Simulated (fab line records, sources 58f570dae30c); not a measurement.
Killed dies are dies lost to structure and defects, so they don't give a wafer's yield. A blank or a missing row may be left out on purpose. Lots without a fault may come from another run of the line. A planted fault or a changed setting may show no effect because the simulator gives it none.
Which tool did it? | flow berkeley_cmos170 | 13 lots, 39 wafers sampled, at 6 steps of a route of 331

WHAT THE GAUGES READ, wafer by wafer
UCB170_GATE_OVL_MEAS_13.
lot  | measured     | on         | GATE_OVL (nm)
L103 | day 6 14:50  | overlay-02 | 1 4 6
L102 | day 6 15:04  | overlay-02 | 0 0 5
L106 | day 7 18:23  | overlay-02 | 10 10 9
L107 | day 7 18:37  | overlay-01 | 2 17 9
L110 | day 8 16:56  | overlay-02 | 1 1 -4
L108 | day 8 17:38  | overlay-01 | -5 -5 -11
L112 | day 8 22:09  | overlay-01 | 3 3 2
L113 | day 8 22:27  | overlay-02 | 8 10 4
L114 | day 8 22:34  | overlay-01 | 8 3 2
L115 | day 9 20:29  | overlay-01 | 2 0 2
L117 | day 10 05:02 | overlay-01 | 11 6 10
L124 | day 11 08:21 | overlay-01 | -4 7 -4
L125 | day 11 08:38 | overlay-02 | 5 6 4

UCB170_PLDD_CD_MEAS_06: target cd 1200 nm.
lot  | measured     | on        | cd_nm (nm)
L103 | day 6 16:20  | cd_sem-02 | 1200.1 1199.2 1200.0
L102 | day 6 16:43  | cd_sem-01 | 1200.9 1201.2 1200.5
L106 | day 7 20:29  | cd_sem-01 | 1200.9 1202.1 1201.6
L107 | day 7 20:52  | cd_sem-02 | 1198.4 1199.8 1199.3
L110 | day 8 18:25  | cd_sem-02 | 1199.7 1199.8 1200.0
L108 | day 8 19:46  | cd_sem-02 | 1201.3 1200.4 1200.7
L112 | day 8 23:32  | cd_sem-01 | 1200.1 1200.6 1200.1
L113 | day 9 00:00  | cd_sem-02 | 1199.1 1199.0 1198.1
L114 | day 9 00:16  | cd_sem-02 | 1196.8 1199.0 1197.4
L115 | day 10 00:27 | cd_sem-02 | 1198.0 1199.0 1199.2
L117 | day 10 07:11 | cd_sem-02 | 1201.4 1203.0 1202.0
L124 | day 11 12:07 | cd_sem-02 | 1200.3 1200.3 1199.7
L125 | day 11 12:14 | cd_sem-01 | 1201.2 1201.1 1203.3

UCB170_PSD_CD_MEAS_06: target cd 1200 nm.
lot  | measured     | on        | cd_nm (nm)
L103 | day 7 03:59  | cd_sem-01 | 1200.4 1201.3 1201.3
L102 | day 7 03:43  | cd_sem-01 | 1199.0 1197.8 1198.7
L106 | day 8 08:29  | cd_sem-02 | 1201.9 1203.0 1202.6
L107 | day 8 08:41  | cd_sem-02 | 1199.9 1200.9 1200.5
L110 | day 9 04:47  | cd_sem-01 | 1203.9 1203.2 1202.4
L108 | day 9 05:17  | cd_sem-01 | 1201.5 1202.0 1201.3
L112 | day 9 08:47  | cd_sem-01 | 1200.9 1200.7 1200.6
L113 | day 9 09:05  | cd_sem-02 | 1199.2 1199.7 1198.6
L114 | day 9 09:20  | cd_sem-02 | - - -
L115 | day 10 11:13 | cd_sem-02 | 1199.8 1198.3 1198.4
L117 | day 10 16:28 | cd_sem-01 | 1201.0 1200.8 1200.6
L124 | day 11 21:53 | cd_sem-02 | 1202.1 1201.0 1203.5
L125 | day 11 22:14 | cd_sem-01 | 1202.8 1201.1 1200.1

UCB170_PSD_TW_MEAS_10.
lot  | measured     | on            | PSD_TW
L103 | day 7 04:23  | film_metro-04 | 2287 2297 2288
L102 | day 7 04:07  | film_metro-01 | 2339 2337 2343
L106 | day 8 08:52  | film_metro-03 | 2283 2281 2270
L107 | day 8 09:05  | film_metro-04 | 2303 2306 2291
L110 | day 9 05:10  | film_metro-01 | 2321 2329 2316
L108 | day 9 05:41  | film_metro-03 | 2272 2259 2268
L112 | day 9 09:12  | film_metro-03 | 2275 2281 2262
L113 | day 9 09:28  | film_metro-04 | 2301 2288 2305
L114 | day 9 09:43  | film_metro-01 | 30 30 30
L115 | day 10 11:36 | film_metro-04 | 2281 2290 2287
L117 | day 10 16:52 | film_metro-04 | 2276 2284 2278
L124 | day 11 22:18 | film_metro-03 | 2285 2275 2276
L125 | day 11 22:36 | film_metro-01 | 2344 2347 2338

WHICH TOOL RAN EACH LOT (tool, then ch and the chambers of the sampled wafers, then the start)
lot  | UCB170_GATE_ETCH_15              | UCB170_PSD_EXPOSE_03
L103 | rie_si-02 ch 1,2,3, day 6 14:55  | krf_scanner-01 ch 0, day 7 03:01
L102 | rie_si-01 ch 1,2,3, day 6 15:08  | krf_scanner-02 ch 0, day 7 02:42
L106 | rie_si-02 ch 1,2,3, day 7 18:27  | krf_scanner-01 ch 0, day 8 08:05
L107 | rie_si-01 ch 0,1, day 7 18:41    | krf_scanner-02 ch 0, day 8 08:17
L110 | rie_si-02 ch 0,3, day 8 16:59    | krf_scanner-01 ch 0, day 9 03:46
L108 | rie_si-01 ch 0,1, day 8 17:43    | krf_scanner-01 ch 0, day 9 04:17
L112 | rie_si-02 ch 0,1,3, day 8 22:14  | krf_scanner-02 ch 0, day 9 08:24
L113 | rie_si-01 ch 0,1,2, day 8 22:31  | krf_scanner-01 ch 0, day 9 08:41
L114 | rie_si-02 ch 2,3, day 8 22:38    | krf_scanner-02 ch 0, day 9 08:56
L115 | rie_si-02 ch 1,2, day 9 20:34    | krf_scanner-01 ch 0, day 10 10:27
L117 | rie_si-01 ch 0,2,3, day 10 05:07 | krf_scanner-02 ch 0, day 10 16:02
L124 | rie_si-02 ch 0,2,3, day 11 08:26 | krf_scanner-02 ch 0, day 11 21:05
L125 | rie_si-01 ch 1,2,3, day 11 08:43 | krf_scanner-02 ch 0, day 11 21:41
- UCB170_GATE_ETCH_15: etches poly-Si in HBr/Cl2, stops on SiO2, time 56.3 s, target depth 278.2 nm.
- UCB170_PSD_EXPOSE_03: exposes mask PSELECT MOD, target cd 1200 nm.

WHAT THE TOOLS THEMSELVES READ (means of the sampled wafers that have a number; where no wafer has one, the mark that the record gives instead)
UCB170_GATE_ETCH_15.
lot  | tool      | bias_w (W) | drypump_motor_current_A (A) | oes_product_au (a.u.) | throttle_valve_pct (%)
L103 | rie_si-02 | 150.1      | 5.7                         | 0.840                 | 26.35
L102 | rie_si-01 | 149.9      | 6.1                         | 0.833                 | 26.57
L106 | rie_si-02 | 149.9      | 5.7                         | 0.821                 | 26.35
L107 | rie_si-01 | 149.7      | 5.6                         | 0.827                 | 26.24
L110 | rie_si-02 | 150.2      | 5.7                         | 0.848                 | 26.58
L108 | rie_si-01 | 150.1      | 5.5                         | 0.822                 | 26.25
L112 | rie_si-02 | 150.2      | 5.7                         | 0.831                 | 26.46
L113 | rie_si-01 | 150.2      | 5.7                         | 0.830                 | 26.47
L114 | rie_si-02 | 150.2      | 5.8                         | 0.826                 | 26.48
L115 | rie_si-02 | 149.9      | 5.4                         | 0.825                 | 26.26
L117 | rie_si-01 | 149.7      | 5.9                         | 0.830                 | 26.44
L124 | rie_si-02 | 150.2      | 5.6                         | 0.836                 | 26.48
L125 | rie_si-01 | 150.3      | 6.1                         | 0.836                 | 26.54

UCB170_PSD_EXPOSE_03.
lot  | tool           | focus_offset_nm (nm) | reticle_temp_C (C)
L103 | krf_scanner-01 | -0.1                 | 23.15
L102 | krf_scanner-02 | 0.1                  | 22.99
L106 | krf_scanner-01 | -0.3                 | 23.00
L107 | krf_scanner-02 | 0.2                  | 22.88
L110 | krf_scanner-01 | 0.1                  | 23.06
L108 | krf_scanner-01 | 0.2                  | 22.90
L112 | krf_scanner-02 | 0.5                  | 22.92
L113 | krf_scanner-01 | -0.3                 | 23.08
L114 | krf_scanner-02 | -0.4                 | 22.94
L115 | krf_scanner-01 | -0.3                 | 23.03
L117 | krf_scanner-02 | 0.4                  | 22.97
L124 | krf_scanner-02 | -0.1                 | 22.93
L125 | krf_scanner-02 | 0.5                  | 23.08

THE ANSWER, worked out from the rows above alone
Rule: what is usual is taken from the lots themselves. Put in order of their means at a reading, lots are off if they are a third of the lots or fewer, leave a main group of 4 or more, and stand apart from it by a gap of 3 or more times the standard deviation of the main group's means; of several such gaps the widest counts. A main group whose means are all the same, to the digits that the tables above print for the reading, isn't used. A lot without any number at a reading at which 4 lots or more have one is off too. The other lots that the step has rows for count as sound. The gauges are gone through in route order, then the tools' own readings, and for those a lot's mean is taken as printed above. The first step at which some lot is off is used, and at that step the reading that is off furthest; a lot without a number counts as furthest.
Off: L114, at UCB170_PSD_CD_MEAS_06 (cd_nm). Without a number there: L114. The main group: mean 1200.9 nm, standard deviation 1.4.
A tool fits if, at a process step before that reading, it ran every lot that is off, and no sound lot after the first of them. The gauges at UCB170_PSD_CD_MEAS_06 aren't tried: what is off there is off at UCB170_PSD_TW_MEAS_10 too, on other tools, and a gauge's error can't cause that. None of those tried fits.

WHAT THE SIMULATOR HAD PUT IN
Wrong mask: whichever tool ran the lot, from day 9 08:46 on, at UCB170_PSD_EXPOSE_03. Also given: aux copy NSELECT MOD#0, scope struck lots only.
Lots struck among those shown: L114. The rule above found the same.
